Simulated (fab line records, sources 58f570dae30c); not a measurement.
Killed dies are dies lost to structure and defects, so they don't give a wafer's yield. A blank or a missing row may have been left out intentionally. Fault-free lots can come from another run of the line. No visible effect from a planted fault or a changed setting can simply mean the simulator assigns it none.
A struck lot beside a sound one | flow berkeley_cmos170 | 16 steps out of a route of 331
Sound: wafers L174.1, L174.2, L174.5. Wafers L181.1, L181.3, L181.5 were the ones struck. The cause is given at the end.
Each step with rows lists, per side, the tool, then ch with its chambers, then its first start. Under that, the readings that differ: sound wafers | struck wafers | difference of the means | sigmas: that difference in standard deviations of wafers without a fault.
alike: same words and numbers on both sides, and readings whose means sit less than 2 such deviations apart. not compared: any withheld reading, any reading some wafer has no value for, any bound like >300 that may hide the same value, and any number with overlapping values for which the record gives no deviation.
A row with sigmas, a row that says differs or no value, or rows on one side alone: a step with any of these is where the two part. When numbers do not overlap yet have no deviation, they are printed without sigmas and do not part them. A reading missing from all wafers of one side parts the sides only when that side holds two or more wafers.

first, 3 steps without rows for these wafers: UCB170_BACKSIDE_HMDS_00 (prime time 60 s); UCB170_BACKSIDE_COAT_01 (resist thk 900 nm); UCB170_BACKSIDE_SOFTBAKE_02 (time 60 s).
UCB170_BACKSIDE_STRIP_03: strips in O2.
  sound on plasma_asher-02 ch 0,1, day 6 18:14; struck on plasma_asher-02 ch 0,1, day 8 05:14
  alike: drypump_motor_current_A, o2_flow_sccm, oes_product_au, strip_time_to_endpoint_s
  not compared: rf_hours_counter_h
then, 1 step without rows for these wafers: UCB170_BACKSIDE_CLEAN_04 (cleans in SPM, time 600 s).
UCB170_SDANNEAL_RTA_00: time 10 s.
  sound on rtp_anneal-01 ch 0, day 6 18:32; struck on rtp_anneal-02 ch 0, day 8 05:31
  reading            | sound          | struck         | difference | sigmas
  lamp_power_pct (%) | 25.9 25.9 25.9 | 25.1 25.1 25.1 | -0.8       | -2
  alike: chamber_o2_ppm, wafer_temp_C_max
UCB170_SDANNEAL_RTA_01: time 5 s.
  sound on rtp_anneal-01 ch 0, day 6 18:36; struck on rtp_anneal-02 ch 0, day 8 05:35
  reading            | sound          | struck         | difference | sigmas
  lamp_power_pct (%) | 40.0 40.1 40.0 | 38.7 38.8 38.8 | -1.3       | -2
  alike: chamber_o2_ppm, wafer_temp_C_max
UCB170_SDANNEAL_RS_MEAS_02: measurement is done with a four-point probe.
  struck on film_metro-01, day 8 05:38; sound on film_metro-01, day 6 18:39
  alike: PSD_RS
UCB170_SDANNEAL_RS_MEAS_03: measurement is done with a four-point probe.
  struck on film_metro-01, day 8 05:46; sound on film_metro-01, day 6 18:46
  alike: NSD_RS
UCB170_SDANNEAL_RS_MEAS_04: measurement is done with a four-point probe.
  struck on film_metro-01, day 8 05:53; sound on film_metro-01, day 6 18:53
  alike: PLDD_RS
UCB170_SDANNEAL_RS_MEAS_05: measurement is done with a four-point probe.
  struck on film_metro-01, day 8 06:00; sound on film_metro-01, day 6 19:01
  alike: NLDD_RS
then, 1 step without rows for these wafers: UCB170_SILICIDE_PRE_CLEAN_00 (preclean etch time 60 s).
UCB170_SILICIDE_SPUTTER_01: material Ti, target thk 30 nm, time 25 s.
  struck on pvd_sputter-03, day 8 06:11; sound on pvd_sputter-03, day 6 19:12
  no value came back on the struck wafers for cathode_dc_power_W (W), chamber_pressure_pa (Pa), throttle_valve_pct (%); on the sound wafers cathode_dc_power_W (W) reads 1465.1 1465.0 1464.6
UCB170_SILICIDE_RS_MEAS_02: measurement is done with a four-point probe.
  struck on film_metro-04, day 8 06:13; sound on film_metro-04, day 6 19:14
  reading                 | sound          | struck | difference                    | sigmas
  SILICIDE_TI_RS (ohm/sq) | 27.1 26.6 26.6 | - - -  | no value on the struck wafers |
UCB170_SILICIDE_THK_MEAS_03: measures by xrf.
  struck on film_metro-04, day 8 06:20; sound on film_metro-04, day 6 19:21
  reading              | sound          | struck         | difference | sigmas
  SILICIDE_TI_THK (nm) | 28.8 29.1 29.1 | <0.0 <0.0 <0.0 | differs    |
UCB170_SILICIDE_RTA_04: time 15 s.
  sound on rtp_anneal-02 ch 0, day 6 19:25; struck on rtp_anneal-02 ch 0, day 8 06:24
  alike: chamber_o2_ppm, lamp_power_pct, wafer_temp_C_max

## WHERE THEY PART
Earliest at UCB170_SDANNEAL_RTA_00; latest, in this record, at UCB170_SILICIDE_THK_MEAS_03. Later steps at which nothing parts them and some readings are alike: UCB170_SILICIDE_RTA_04.

WHY: what the simulator had put in
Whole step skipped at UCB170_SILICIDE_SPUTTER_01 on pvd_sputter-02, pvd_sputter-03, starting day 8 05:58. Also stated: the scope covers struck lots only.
